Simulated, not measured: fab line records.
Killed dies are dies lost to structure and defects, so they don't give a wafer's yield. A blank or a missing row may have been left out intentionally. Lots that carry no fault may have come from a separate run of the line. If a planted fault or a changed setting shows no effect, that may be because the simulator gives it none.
Struck lot and sound lot, side by side + flow rit_cmos + 15 out of 202 route steps
Sound: wafers L947.3, L947.4, L947.5. The struck wafers were L952.3, L952.4, L952.6. The cause comes at the end.
Order at every step that has rows: each side's tool, ch and its chambers, its first start. Under that, the readings that differ: sound wafers + struck wafers + difference of the means + sigmas: that difference in standard deviations of wafers without a fault.
alike: a reading whose means differ by less than 2 such deviations, as well as words and numbers matching on both sides. not compared: withheld readings; readings where some wafer has no value; bounds like >300 that might hide an equal value; numbers whose values overlap and for which the record gives no deviation.
A row with sigmas, a row that says differs or no value, or rows on one side alone: a step with any of these is where the two part. When numbers do not overlap yet have no deviation, they are printed without sigmas and do not part them. A reading missing from all wafers of one side parts the sides only when that side holds two or more wafers.

first, 2 steps without rows for these wafers: RIT_NSD_PEB_04; RIT_NSD_DEVELOP_05 (develop time 50 s).
RIT_NSD_OVL_MEAS_06:
  struck on overlay-01, day 4 16:22; sound on overlay-02, day 3 10:34
  alike: NSD_OVL
then, 2 steps without rows for these wafers: RIT_NSD_HARDBAKE_07 (time 60 s); RIT_NSD_IMPLANT_08.
RIT_NSD_STRIP_09: strips in O2, time 180 s.
  sound on plasma_asher-03 ch 0,1, day 3 10:58; struck on plasma_asher-03 ch 0,1, day 4 16:45
  alike: drypump_motor_current_A, o2_flow_sccm
  not compared: rf_hours_counter_h
RIT_NSD_TW_MEAS_10:
  struck on film_metro-02, day 4 16:53; sound on film_metro-02, day 3 11:05
  alike: NSD_TW
then, 2 steps without rows for these wafers: RIT_PSD_HMDS_00 (prime time 60 s); RIT_PSD_COAT_01 (resist thk 1000 nm).
RIT_PSD_SOFTBAKE_02: time 62.92 s.
  sound on litho_track-04 ch 0, day 3 11:33; struck on litho_track-04 ch 0, day 4 17:17
  alike: plate_sensor_t_centre_C, plate_sensor_t_edge_C
then, 2 steps without rows for these wafers: RIT_PSD_EXPOSE_03 (exposes mask M10, target cd 40900 nm); RIT_PSD_PEB_04.
RIT_PSD_DEVELOP_05: develop time 50 s.
  sound on litho_track-01 ch 0, day 3 12:00; struck on litho_track-01 ch 0, day 4 17:00
| reading              | sound             | struck            | difference | sigmas |
|----------------------|-------------------|-------------------|------------|--------|
| developer_temp_C (C) | 23.19 23.18 23.28 | 20.82 20.73 20.88 | -2.41      | -20    |
RIT_PSD_OVL_MEAS_06:
  struck on overlay-01, day 4 17:55; sound on overlay-02, day 3 12:15
  alike: PSD_OVL
RIT_M1_PROBE_99:
  struck on prober-02, day 5 02:31; sound on prober-02, day 3 21:16
  alike: killed_at_contacts, killed_at_front_end, killed_dies, killed_open, killed_short

## WHERE THEY PART
Only at RIT_PSD_DEVELOP_05, within this record. Later steps at which nothing parts them and some readings are alike: RIT_PSD_OVL_MEAS_06, RIT_M1_PROBE_99.

WHY: whatever the simulator had introduced
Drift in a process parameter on litho_track-01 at RIT_PSD_DEVELOP_05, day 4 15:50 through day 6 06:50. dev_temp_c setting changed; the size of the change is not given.
